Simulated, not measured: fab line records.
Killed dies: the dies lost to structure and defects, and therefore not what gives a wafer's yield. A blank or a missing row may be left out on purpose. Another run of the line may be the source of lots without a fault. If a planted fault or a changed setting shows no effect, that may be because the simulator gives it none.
fab line records ; flow rit-cmos ; part 1 of 2: steps 1 to 32 of 43
record: lots: 5; wafers: 15; last-day: 7
route steps=202 shown NLDD@113 PLDD@114 SPACER@125 NSD@131 PSD@142 SDANNEAL@153
lots untouched by any fault: they come from a run of this same line in which no faults occurred
start-h: hours from the record's opening day to when the first of the lot's shown wafers began ; wait-h: hours from the lot's prior step to this one ; " the same as in the row above ; L1.1+2: several wafers, shown together as one row ; - no value, or no start was given ; * or withheld: withheld ; < > ~ a bound
route shown NAME@n: NAME is a module with steps in the file, n the number in the route of the first one ; usual: mean/standard deviation taken from wafers without a fault ; same: alike in all rows ; chamber/n: place in a boat ; sites: readings site by site ; _std_site: standard deviation of those values ; _edge_site: the outer-site mean with the inner-site mean subtracted ; radius-mm: for every site, how far away it sits from the centre of the wafer ; mask NAME#n: copy n ; behind: tool/chamber where the wafer was last shaped ; hold: why the lot went on hold/how many hours it stayed there/how the hold came to an end ; device: which transistor (n, p or np) failed to switch ; end of line: the tests these same wafers got at the end of their route ; a step given without rows: its recipe and nothing more ; killed: not the wafer's yield, but the dies lost to structure and defects at the first sort ; map: per-die view of a wafer (x killed, . not killed, _ where there is no die)
set.NAME: the run value of the setting; set.NAME@STEP: its run value at that earlier step ; model.NAME: the simulator's own value behind a step, which no gauge read
lots at some steps of the route; a table a step, a row a wafer
services: from which hour (start-h, from the record's first day; less than 0 if before it) a tool's chamber was out of use, for how many hours, and why
== steps ==
step: RIT_NLDD_TW_MEAS_10
usual: NLDD_TW: 2484/12
lot.wafer;tool;chamber;start-h;wait-h;NLDD_TW
L080.4;film-metro-03;-;73.28;0.1;2488
L080.5;film-metro-03;-;73.28;0.1;2492
L080.6;film-metro-03;-;73.28;0.1;2493
L082.3;film-metro-04;-;84.06;0.1;2475
L082.4;film-metro-04;-;84.06;0.1;2485
L082.5;film-metro-04;-;84.06;0.1;2486
L089.2;film-metro-04;-;116.66;0.1;2477
L089.3;film-metro-04;-;116.66;0.1;2495
L089.6;film-metro-04;-;116.66;0.1;2489
L094.1;film-metro-04;-;142.49;0.1;2467
L094.3;film-metro-04;-;142.49;0.1;2470
L094.4;film-metro-04;-;142.49;0.1;2479
L096.2;film-metro-02;-;153.98;0.1;2507
L096.3;film-metro-02;-;153.98;0.1;2509
L096.4;film-metro-02;-;153.98;0.1;2503
step: RIT_PLDD_HMDS_00
recipe: prime-time-s: 60; prime-temp-c: 140
lot.wafer;tool;chamber;start-h;wait-h
L080.4+5+6;litho-track-04;0;73.39;0.1
L082.3+4+5;litho-track-04;0;84.15;0.1
L089.2+3+6;litho-track-04;0;116.74;0.1
L094.1+3+4;litho-track-04;0;142.55;0.1
L096.2+3+4;litho-track-04;0;154.06;0.1
step: RIT_PLDD_COAT_01
recipe: resist: NOVOLAK; spin-rpm: 3250; resist-thk-nm: 1000
lot.wafer;tool;chamber;start-h;wait-h
L080.4+5+6;litho-track-04;0;73.54;0.1
L082.3+4+5;litho-track-04;0;84.30;0.1
L089.2+3+6;litho-track-04;0;116.89;0.1
L094.1+3+4;litho-track-04;0;142.70;0.1
L096.2+3+4;litho-track-04;0;154.21;0.1
step: RIT_PLDD_SOFTBAKE_02
recipe: resist: NOVOLAK; temp-c: 90; time-s: 60
lot.wafer;tool;chamber;start-h;wait-h
L080.4+5+6;litho-track-04;0;73.69;0.1
L082.3+4+5;litho-track-04;0;84.45;0.1
L089.2+3+6;litho-track-04;0;117.04;0.1
L094.1+3+4;litho-track-04;0;142.85;0.1
L096.2+3+4;litho-track-04;0;154.36;0.1
step: RIT_PLDD_EXPOSE_03
recipe: mask-id: M8; na: 0.57; target-cd-nm: 40900; dose-mj: 250
usual: exposure-dose-mJ-cm2: 249.96/0.24; reticle-temp-C: 23.00/0.098
lot.wafer;tool;chamber;start-h;wait-h;mask;exposure-dose-mJ-cm2;reticle-temp-C
L080.4;iline-stepper-01;0;73.95;0.2;M8#0;249.83;23.01
L080.5;iline-stepper-01;0;73.95;0.2;M8#0;249.92;23.11
L080.6;iline-stepper-01;0;73.95;0.2;M8#0;250.49;22.95
L082.3;iline-stepper-01;0;84.59;0.1;M8#0;250.25;23.28
L082.4;iline-stepper-01;0;84.59;0.1;M8#0;250.23;23.07
L082.5;iline-stepper-01;0;84.59;0.1;M8#0;249.88;23.02
L089.2;iline-stepper-02;0;117.18;0.1;M8#0;250.04;22.91
L089.3;iline-stepper-02;0;117.18;0.1;M8#0;250.10;22.96
L089.6;iline-stepper-02;0;117.18;0.1;M8#0;250.10;22.79
L094.1;iline-stepper-01;0;143.00;0.1;M8#0;249.86;22.95
L094.3;iline-stepper-01;0;143.00;0.1;M8#0;250.42;22.96
L094.4;iline-stepper-01;0;143.00;0.1;M8#0;249.94;22.97
L096.2;iline-stepper-02;0;154.63;0.2;M8#0;249.85;22.90
L096.3;iline-stepper-02;0;154.63;0.2;M8#0;249.80;23.02
L096.4;iline-stepper-02;0;154.63;0.2;M8#0;249.80;22.85
step: RIT_PLDD_PEB_04
recipe: resist: NOVOLAK; temp-c: withheld; time-s: withheld
lot.wafer;tool;chamber;start-h;wait-h
L080.4+5+6;litho-track-03;0;74.08;0.1
L082.3+4+5;litho-track-02;0;84.72;0.1
L089.2+3+6;litho-track-04;0;117.30;0.1
L094.1+3+4;litho-track-04;0;143.12;0.1
L096.2+3+4;litho-track-03;0;154.75;0.1
step: RIT_PLDD_DEVELOP_05
recipe: resist: NOVOLAK; develop-time-s: 50; dev-temp-c: 23
same: develop-time-s: 50
lot.wafer;tool;chamber;start-h;wait-h
L080.4+5+6;litho-track-03;0;-;-
L082.3+4+5;litho-track-02;0;-;-
L089.2+3+6;litho-track-04;0;-;-
L094.1+3+4;litho-track-04;0;-;-
L096.2+3+4;litho-track-03;0;-;-
step: RIT_PLDD_OVL_MEAS_06
usual: PLDD_OVL: -0.6/1.5
lot.wafer;tool;chamber;start-h;wait-h;PLDD_OVL[nm]
L080.4;overlay-02;-;74.31;-;-0.9
L080.5;overlay-02;-;74.31;-;1.1
L080.6;overlay-02;-;74.31;-;-0.7
L082.3;overlay-02;-;84.96;-;-0.3
L082.4;overlay-02;-;84.96;-;-0.5
L082.5;overlay-02;-;84.96;-;-1.6
L089.2;overlay-02;-;117.57;-;1.6
L089.3;overlay-02;-;117.57;-;2.1
L089.6;overlay-02;-;117.57;-;0.9
L094.1;overlay-01;-;143.40;-;0.3
L094.3;overlay-01;-;143.40;-;-1.0
L094.4;overlay-01;-;143.40;-;0.0
L096.2;overlay-01;-;155.01;-;-3.5
L096.3;overlay-01;-;155.01;-;-3.1
L096.4;overlay-01;-;155.01;-;-2.5
step: RIT_PLDD_HARDBAKE_07
recipe: resist: NOVOLAK; temp-c: 140; time-s: 60
lot.wafer;tool;chamber;start-h;wait-h
L080.4+5+6;litho-track-02;0;74.40;0.1
L082.3+4+5;litho-track-03;0;85.04;0.1
L089.2+3+6;litho-track-02;0;117.62;0.0
L094.1+3+4;litho-track-02;0;143.44;0.0
L096.2+3+4;litho-track-03;0;155.07;0.0
step: RIT_PLDD_IMPLANT_08
recipe: species: BF2; energy-kev: 20; dose-cm2: 9e+14; tilt-deg: 7
usual: end-station-pressure-torr: 7.3e-06/3.6e-07
lot.wafer;tool;chamber;start-h;wait-h;end-station-pressure-torr
L080.4;implanter-03;0;74.55;0.1;7.1e-06
L080.5;implanter-03;0;74.55;0.1;7.4e-06
L080.6;implanter-03;0;74.55;0.1;7.1e-06
L082.3;implanter-01;0;85.19;0.1;7.8e-06
L082.4;implanter-01;0;85.19;0.1;7.3e-06
L082.5;implanter-01;0;85.19;0.1;7e-06
L089.2;implanter-01;0;117.77;0.1;7.3e-06
L089.3;implanter-01;0;117.77;0.1;7.3e-06
L089.6;implanter-01;0;117.77;0.1;7.9e-06
L094.1;implanter-03;0;143.59;0.1;7.6e-06
L094.3;implanter-03;0;143.59;0.1;7.7e-06
L094.4;implanter-03;0;143.59;0.1;7.1e-06
L096.2;implanter-04;0;155.22;0.1;6.9e-06
L096.3;implanter-04;0;155.22;0.1;6.8e-06
L096.4;implanter-04;0;155.22;0.1;7.1e-06
step: RIT_PLDD_STRIP_09
recipe: chemistry: O2; time-s: 180; resist: NOVOLAK; platen-temp-c: withheld; power-w: 500; pressure-mtorr: 4000; o2-flow-sccm: 4000
usual: drypump-motor-current-A: 5.5/0.3; o2-flow-sccm: 4000/12
lot.wafer;tool;chamber;start-h;wait-h;drypump-motor-current-A;o2-flow-sccm;rf-hours-counter-h
L080.4;plasma-asher-04;1;74.68;0.1;5.6;4006;-
L080.5;plasma-asher-04;1;74.68;0.1;5.6;4012;-
L080.6;plasma-asher-04;0;74.68;0.1;5.2;3990;-
L082.3;plasma-asher-04;1;85.35;0.1;5.6;4007;-
L082.4;plasma-asher-04;0;85.35;0.1;5.2;4019;-
L082.5;plasma-asher-04;0;85.35;0.1;5.2;4020;-
L089.2;plasma-asher-04;0;117.90;0.1;5.2;3997;37
L089.3;plasma-asher-04;0;117.90;0.1;5.2;4022;-
L089.6;plasma-asher-04;1;117.90;0.1;5.6;3993;-
L094.1;plasma-asher-01;1;143.74;0.1;5.7;3993;51
L094.3;plasma-asher-01;1;143.74;0.1;5.7;4000;-
L094.4;plasma-asher-01;0;143.74;0.1;5.6;3984;-
L096.2;plasma-asher-03;1;155.34;0.1;6.0;3995;54
L096.3;plasma-asher-03;0;155.34;0.1;5.1;4007;-
L096.4;plasma-asher-03;1;155.34;0.1;6.0;4010;-
step: RIT_PLDD_TW_MEAS_10
usual: PLDD_TW: 2344/10
lot.wafer;tool;chamber;start-h;wait-h;PLDD_TW
L080.4;film-metro-04;-;74.83;0.1;2339
L080.5;film-metro-04;-;74.83;0.1;2340
L080.6;film-metro-04;-;74.83;0.1;2350
L082.3;film-metro-04;-;85.48;0.1;2341
L082.4;film-metro-04;-;85.48;0.1;2330
L082.5;film-metro-04;-;85.48;0.1;2339
L089.2;film-metro-02;-;118.08;0.1;2318
L089.3;film-metro-02;-;118.08;0.1;2335
L089.6;film-metro-02;-;118.08;0.1;2336
L094.1;film-metro-02;-;143.91;0.1;2349
L094.3;film-metro-02;-;143.91;0.1;2345
L094.4;film-metro-02;-;143.91;0.1;2352
L096.2;film-metro-04;-;155.53;0.1;2334
L096.3;film-metro-04;-;155.53;0.1;2348
L096.4;film-metro-04;-;155.53;0.1;2354
step: RIT_SPACER_CLEAN_00
recipe: chemistry: SC1; mix: 3:3:50; time-s: 600; temp-c: 75
usual: bath-guard-temp-C: 75.0/0.55; bath-heat-duty-pct: 16.5/1.4
lot.wafer;tool;chamber;start-h;wait-h;bath-guard-temp-C;bath-heat-duty-pct
L080.4;wet-bench-02;3;74.86;0.0;74.9;15.2
L080.5;wet-bench-02;3;74.86;0.0;74.9;15.9
L080.6;wet-bench-02;3;74.86;0.0;74.9;16.0
L082.3;wet-bench-03;3;85.52;0.0;75.0;15.0
L082.4;wet-bench-03;3;85.52;0.0;74.8;16.8
L082.5;wet-bench-03;3;85.52;0.0;74.3;17.2
L089.2;wet-bench-02;0;118.13;0.0;74.2;16.0
L089.3;wet-bench-02;0;118.13;0.0;74.4;17.7
L089.6;wet-bench-02;0;118.13;0.0;74.6;14.5
L094.1;wet-bench-04;0;143.97;0.1;76.1;14.8
L094.3;wet-bench-04;0;143.97;0.1;76.1;17.6
L094.4;wet-bench-04;0;143.97;0.1;76.1;15.3
L096.2;wet-bench-03;2;155.58;0.0;74.2;17.9
L096.3;wet-bench-03;2;155.58;0.0;74.4;18.7
L096.4;wet-bench-03;2;155.58;0.0;74.1;17.2
step: RIT_SPACER_CLEAN_01
recipe: chemistry: dHF; dilution: 50:1; time-s: 30
lot.wafer;tool;chamber;start-h;wait-h
L080.4+5+6;wet-bench-03;0;75.04;0.0
L082.3+4+5;wet-bench-04;2;85.70;0.0
L089.2+3+6;wet-bench-04;2;118.31;0.0
L094.1+3+4;wet-bench-02;3;144.15;0.0
L096.2+3+4;wet-bench-04;0;155.75;0.0
step: RIT_SPACER_CLEAN_02
recipe: chemistry: SC2; mix: 3:3:50; time-s: 600; temp-c: 75; dry: n2-spin
usual: bath-guard-temp-C: 74.9/0.52; bath-heat-duty-pct: 16.8/1.2
lot.wafer;tool;chamber;start-h;wait-h;bath-guard-temp-C;bath-heat-duty-pct
L080.4;wet-bench-04;0;75.05;0.0;75.9;16.8
L080.5;wet-bench-04;0;75.05;0.0;76.2;15.9
L080.6;wet-bench-04;0;75.05;0.0;75.9;18.9
L082.3;wet-bench-02;3;85.71;0.0;74.9;15.0
L082.4;wet-bench-02;3;85.71;0.0;75.3;17.9
L082.5;wet-bench-02;3;85.71;0.0;74.8;18.0
L089.2;wet-bench-03;1;118.32;0.0;75.7;16.8
L089.3;wet-bench-03;1;118.32;0.0;75.4;17.0
L089.6;wet-bench-03;1;118.32;0.0;75.7;16.7
L094.1;wet-bench-03;2;144.17;0.0;74.1;19.4
L094.3;wet-bench-03;2;144.17;0.0;74.4;18.2
L094.4;wet-bench-03;2;144.17;0.0;74.5;17.5
L096.2;wet-bench-02;0;155.77;0.0;74.6;16.3
L096.3;wet-bench-02;0;155.77;0.0;74.2;17.7
L096.4;wet-bench-02;0;155.77;0.0;74.7;15.5
step: RIT_SPACER_CVD_03
recipe: material: Si3N4; target-thk-nm: 250; temp-c: 810; precursor: SiH2Cl2/NH3; time-s: 3300; pressure-mtorr: 300; sih2cl2-flow-sccm: 60; nh3-flow-sccm: 150
usual: sih2cl2-flow-sccm: 60.01/0.15
lot.wafer;tool;chamber;start-h;wait-h;sih2cl2-flow-sccm
L080.4;lpcvd-02;0;75.23;0.0;60.04
L080.5;lpcvd-02;0;75.23;0.0;59.79
L080.6;lpcvd-02;0;75.23;0.0;60.02
L082.3;lpcvd-01;0;85.95;0.1;60.07
L082.4;lpcvd-01;0;85.95;0.1;59.86
L082.5;lpcvd-01;0;85.95;0.1;59.91
L089.2;lpcvd-02;0;118.64;0.1;60.07
L089.3;lpcvd-02;0;118.64;0.1;59.85
L089.6;lpcvd-02;0;118.64;0.1;60.25
L094.1;lpcvd-02;1;146.86;2.5;60.03
L094.3;lpcvd-02;1;146.86;2.5;60.16
L094.4;lpcvd-02;1;146.86;2.5;60.02
L096.2;lpcvd-02;1;155.96;0.0;60.10
L096.3;lpcvd-02;1;155.96;0.0;59.84
L096.4;lpcvd-02;1;155.96;0.0;59.86
step: RIT_SPACER_THK_MEAS_04
recipe: reads: Si3N4_of_SPACER_CVD_03
usual: SPACER_NITRIDE_THK: 250.3/2.5
lot.wafer;tool;chamber;start-h;wait-h;SPACER_NITRIDE_THK[nm]
L080.4;film-metro-02;-;77.17;0.0;248.5
L080.5;film-metro-02;-;77.17;0.0;250.6
L080.6;film-metro-02;-;77.17;0.0;250.4
L082.3;film-metro-02;-;87.89;0.0;250.0
L082.4;film-metro-02;-;87.89;0.0;248.6
L082.5;film-metro-02;-;87.89;0.0;247.8
L089.2;film-metro-01;-;121.53;0.0;247.0
L089.3;film-metro-01;-;121.53;0.0;247.5
L089.6;film-metro-01;-;121.53;0.0;245.8
L094.1;film-metro-01;-;149.74;0.0;252.8
L094.3;film-metro-01;-;149.74;0.0;253.0
L094.4;film-metro-01;-;149.74;0.0;251.9
L096.2;film-metro-02;-;157.89;0.0;247.6
L096.3;film-metro-02;-;157.89;0.0;248.5
L096.4;film-metro-02;-;157.89;0.0;249.8
step: RIT_SPACER_ETCHBACK_05
recipe: target-depth-a: 2500; SF6_flow_sccm: 30; CHF3_flow_sccm: 30; target: Si3N4; chemistry: SF6/CHF3; pressure-mtorr: 40; rf-w: 250; time-s: 240; stop-on: SiO2
usual: drypump-motor-current-A: 5.6/0.37; oes-product-au: 0.844/0.016; throttle-valve-pct: 10.40/0.12
lot.wafer;tool;chamber;start-h;wait-h;drypump-motor-current-A;oes-product-au;rf-hours-counter-h;throttle-valve-pct
L080.4;rie-diel-01;3;77.28;0.1;5.6;0.843;-;10.27
L080.5;rie-diel-01;1;77.28;0.1;5.2;0.841;-;10.23
L080.6;rie-diel-01;0;77.28;0.1;5.6;0.842;-;10.47
L082.3;rie-diel-01;0;87.93;0.0;5.6;0.836;124;10.46
L082.4;rie-diel-01;1;87.93;0.0;5.2;0.842;13;10.23
L082.5;rie-diel-01;2;87.93;0.0;6.1;0.865;-;10.51
L089.2;rie-diel-01;2;121.58;0.0;6.1;0.865;73;10.52
L089.3;rie-diel-01;3;121.58;0.0;5.7;0.831;32;10.29
L089.6;rie-diel-01;0;121.58;0.0;5.6;0.825;-;10.45
L094.1;rie-diel-04;1;149.80;0.1;6.1;0.869;137;10.50
L094.3;rie-diel-04;2;149.80;0.1;5.1;0.857;110;10.48
L094.4;rie-diel-04;3;149.80;0.1;5.4;0.846;59;10.55
L096.2;rie-diel-03;1;157.94;0.0;6.0;0.818;9;10.20
L096.3;rie-diel-03;3;157.94;0.0;5.1;0.810;129;10.51
L096.4;rie-diel-03;0;157.94;0.0;5.7;0.859;5;10.41
step: RIT_NSD_HMDS_00
recipe: prime-time-s: 60; prime-temp-c: 140
lot.wafer;tool;chamber;start-h;wait-h
L080.4+5+6;litho-track-02;0;77.43;0.1
L082.3+4+5;litho-track-01;0;88.13;0.1
L089.2+3+6;litho-track-04;0;121.75;0.1
L094.1+3+4;litho-track-01;0;149.95;0.1
L096.2+3+4;litho-track-04;0;158.11;0.1
step: RIT_NSD_COAT_01
recipe: resist: NOVOLAK; spin-rpm: 3207; resist-thk-nm: 1000
lot.wafer;tool;chamber;start-h;wait-h
L080.4+5+6;litho-track-02;0;77.58;0.1
L082.3+4+5;litho-track-01;0;88.28;0.1
L089.2+3+6;litho-track-04;0;121.90;0.1
L094.1+3+4;litho-track-01;0;150.10;0.1
L096.2+3+4;litho-track-04;0;158.26;0.1
step: RIT_NSD_SOFTBAKE_02
recipe: resist: NOVOLAK; temp-c: 90; time-s: 60
lot.wafer;tool;chamber;start-h;wait-h
L080.4+5+6;litho-track-02;0;77.73;0.1
L082.3+4+5;litho-track-01;0;88.43;0.1
L089.2+3+6;litho-track-04;0;122.05;0.1
L094.1+3+4;litho-track-01;0;150.25;0.1
L096.2+3+4;litho-track-04;0;158.41;0.1
step: RIT_NSD_EXPOSE_03
recipe: mask-id: M9; na: 0.57; target-cd-nm: 40700; dose-mj: 250
usual: exposure-dose-mJ-cm2: 250.01/0.25; reticle-temp-C: 23.00/0.11
lot.wafer;tool;chamber;start-h;wait-h;mask;exposure-dose-mJ-cm2;reticle-temp-C
L080.4;iline-stepper-01;0;77.99;0.2;M9#0;249.97;22.99
L080.5;iline-stepper-01;0;77.99;0.2;M9#0;249.93;22.98
L080.6;iline-stepper-01;0;77.99;0.2;M9#0;249.78;23.00
L082.3;iline-stepper-01;0;88.57;0.1;M9#0;250.14;23.24
L082.4;iline-stepper-01;0;88.57;0.1;M9#0;249.76;23.09
L082.5;iline-stepper-01;0;88.57;0.1;M9#0;249.64;23.09
L089.2;iline-stepper-02;0;122.20;0.1;M9#0;249.87;23.02
L089.3;iline-stepper-02;0;122.20;0.1;M9#0;249.95;23.16
L089.6;iline-stepper-02;0;122.20;0.1;M9#0;249.92;23.04
L094.1;iline-stepper-02;0;150.52;0.2;M9#0;250.33;23.04
L094.3;iline-stepper-02;0;150.52;0.2;M9#0;250.31;22.97
L094.4;iline-stepper-02;0;150.52;0.2;M9#0;250.10;23.06
L096.2;iline-stepper-01;0;158.56;0.1;M9#0;249.74;22.94
L096.3;iline-stepper-01;0;158.56;0.1;M9#0;250.06;22.94
L096.4;iline-stepper-01;0;158.56;0.1;M9#0;249.91;22.95
step: RIT_NSD_PEB_04
recipe: resist: NOVOLAK; temp-c: withheld; time-s: withheld
lot.wafer;tool;chamber;start-h;wait-h
L080.4+5+6;litho-track-02;0;78.12;0.1
L082.3+4+5;litho-track-04;0;88.70;0.1
L089.2+3+6;litho-track-02;0;122.32;0.1
L094.1+3+4;litho-track-04;0;150.64;0.1
L096.2+3+4;litho-track-02;0;158.68;0.1
step: RIT_NSD_DEVELOP_05
recipe: resist: NOVOLAK; develop-time-s: 50; dev-temp-c: 23
same: develop-time-s: 50
lot.wafer;tool;chamber;start-h;wait-h
L080.4+5+6;litho-track-02;0;-;-
L082.3+4+5;litho-track-04;0;-;-
L089.2+3+6;litho-track-02;0;-;-
L094.1+3+4;litho-track-04;0;-;-
L096.2+3+4;litho-track-02;0;-;-
step: RIT_NSD_OVL_MEAS_06
usual: NSD_OVL: 0.4/1.3
lot.wafer;tool;chamber;start-h;wait-h;NSD_OVL[nm]
L080.4;overlay-02;-;78.35;-;0.2
L080.5;overlay-02;-;78.35;-;0.5
L080.6;overlay-02;-;78.35;-;0.6
L082.3;overlay-02;-;88.94;-;1.6
L082.4;overlay-02;-;88.94;-;1.0
L082.5;overlay-02;-;88.94;-;0.0
L089.2;overlay-02;-;122.58;-;-0.2
L089.3;overlay-02;-;122.58;-;0.1
L089.6;overlay-02;-;122.58;-;2.2
L094.1;overlay-02;-;150.92;-;-2.5
L094.3;overlay-02;-;150.92;-;0.3
L094.4;overlay-02;-;150.92;-;-2.1
L096.2;overlay-01;-;158.94;-;-3.2
L096.3;overlay-01;-;158.94;-;-1.2
L096.4;overlay-01;-;158.94;-;-0.1
step: RIT_NSD_HARDBAKE_07
recipe: resist: NOVOLAK; temp-c: 140; time-s: 60
lot.wafer;tool;chamber;start-h;wait-h
L080.4+5+6;litho-track-02;0;78.44;0.1
L082.3+4+5;litho-track-04;0;89.02;0.1
L089.2+3+6;litho-track-04;0;122.64;0.0
L094.1+3+4;litho-track-02;0;150.96;0.0
L096.2+3+4;litho-track-04;0;159.08;0.1
step: RIT_NSD_IMPLANT_08
recipe: species: P; energy-kev: 25.35; dose-cm2: 1e+15; tilt-deg: 7
usual: end-station-pressure-torr: 7.6e-06/4.1e-07
lot.wafer;tool;chamber;start-h;wait-h;end-station-pressure-torr
L080.4;implanter-01;0;78.59;0.1;7.7e-06
L080.5;implanter-01;0;78.59;0.1;7.6e-06
L080.6;implanter-01;0;78.59;0.1;7.1e-06
L082.3;implanter-01;0;89.17;0.1;7.2e-06
L082.4;implanter-01;0;89.17;0.1;7.7e-06
L082.5;implanter-01;0;89.17;0.1;7.9e-06
L089.2;implanter-03;0;122.79;0.1;6.8e-06
L089.3;implanter-03;0;122.79;0.1;8e-06
L089.6;implanter-03;0;122.79;0.1;8.3e-06
L094.1;implanter-02;0;151.11;0.1;7.4e-06
L094.3;implanter-02;0;151.11;0.1;8.4e-06
L094.4;implanter-02;0;151.11;0.1;8.5e-06
L096.2;implanter-01;0;159.23;0.1;6.9e-06
L096.3;implanter-01;0;159.23;0.1;7.3e-06
L096.4;implanter-01;0;159.23;0.1;7.7e-06
step: RIT_NSD_STRIP_09
recipe: chemistry: O2; time-s: 180; resist: NOVOLAK; platen-temp-c: withheld; power-w: 500; pressure-mtorr: 4000; o2-flow-sccm: 4000
usual: drypump-motor-current-A: 5.6/0.49; o2-flow-sccm: 4000/13
lot.wafer;tool;chamber;start-h;wait-h;drypump-motor-current-A;o2-flow-sccm;rf-hours-counter-h
L080.4;plasma-asher-03;0;78.72;0.1;5.1;3998;-
L080.5;plasma-asher-03;0;78.72;0.1;5.2;4003;-
L080.6;plasma-asher-03;1;78.72;0.1;6.1;4000;-
L082.3;plasma-asher-02;1;89.32;0.1;4.8;4016;-
L082.4;plasma-asher-02;0;89.32;0.1;6.3;3966;-
L082.5;plasma-asher-02;0;89.32;0.1;6.3;3981;-
L089.2;plasma-asher-02;1;122.91;0.1;4.9;3982;0
L089.3;plasma-asher-02;1;122.91;0.1;4.9;4006;-
L089.6;plasma-asher-02;1;122.91;0.1;4.9;4004;-
L094.1;plasma-asher-01;0;151.26;0.1;5.6;3982;51
L094.3;plasma-asher-01;1;151.26;0.1;5.6;3991;-
L094.4;plasma-asher-01;0;151.26;0.1;5.6;4001;-
L096.2;plasma-asher-03;1;159.35;0.1;6.0;3989;55
L096.3;plasma-asher-03;0;159.35;0.1;5.1;3982;-
L096.4;plasma-asher-03;1;159.35;0.1;6.0;3993;-
step: RIT_NSD_TW_MEAS_10
usual: NSD_TW: 3131/15
lot.wafer;tool;chamber;start-h;wait-h;NSD_TW
L080.4;film-metro-02;-;78.87;0.1;3124
L080.5;film-metro-02;-;78.87;0.1;3123
L080.6;film-metro-02;-;78.87;0.1;3136
L082.3;film-metro-02;-;89.46;0.1;3162
L082.4;film-metro-02;-;89.46;0.1;3125
L082.5;film-metro-02;-;89.46;0.1;3134
L089.2;film-metro-04;-;123.10;0.1;3101
L089.3;film-metro-04;-;123.10;0.1;3117
L089.6;film-metro-04;-;123.10;0.1;3119
L094.1;film-metro-04;-;151.43;0.1;3144
L094.3;film-metro-04;-;151.43;0.1;3136
L094.4;film-metro-04;-;151.43;0.1;3123
L096.2;film-metro-02;-;159.54;0.1;3156
L096.3;film-metro-02;-;159.54;0.1;3152
L096.4;film-metro-02;-;159.54;0.1;3159
step: RIT_PSD_HMDS_00
recipe: prime-time-s: 60; prime-temp-c: 140
lot.wafer;tool;chamber;start-h;wait-h
L080.4+5+6;litho-track-04;0;78.98;0.1
L082.3+4+5;litho-track-04;0;89.55;0.1
L089.2+3+6;litho-track-04;0;123.17;0.1
L094.1+3+4;litho-track-04;0;151.49;0.1
L096.2+3+4;litho-track-01;0;159.61;0.1
step: RIT_PSD_COAT_01
recipe: resist: NOVOLAK; spin-rpm: 3250; resist-thk-nm: 1000
lot.wafer;tool;chamber;start-h;wait-h
L080.4+5+6;litho-track-04;0;79.13;0.1
L082.3+4+5;litho-track-04;0;89.70;0.1
L089.2+3+6;litho-track-04;0;123.32;0.1
L094.1+3+4;litho-track-04;0;151.64;0.1
L096.2+3+4;litho-track-01;0;159.76;0.1
step: RIT_PSD_SOFTBAKE_02
recipe: resist: NOVOLAK; temp-c: 90; time-s: 60
lot.wafer;tool;chamber;start-h;wait-h
L080.4+5+6;litho-track-04;0;79.28;0.1
L082.3+4+5;litho-track-04;0;89.85;0.1
L089.2+3+6;litho-track-04;0;123.47;0.1
L094.1+3+4;litho-track-04;0;151.79;0.1
L096.2+3+4;litho-track-01;0;159.91;0.1
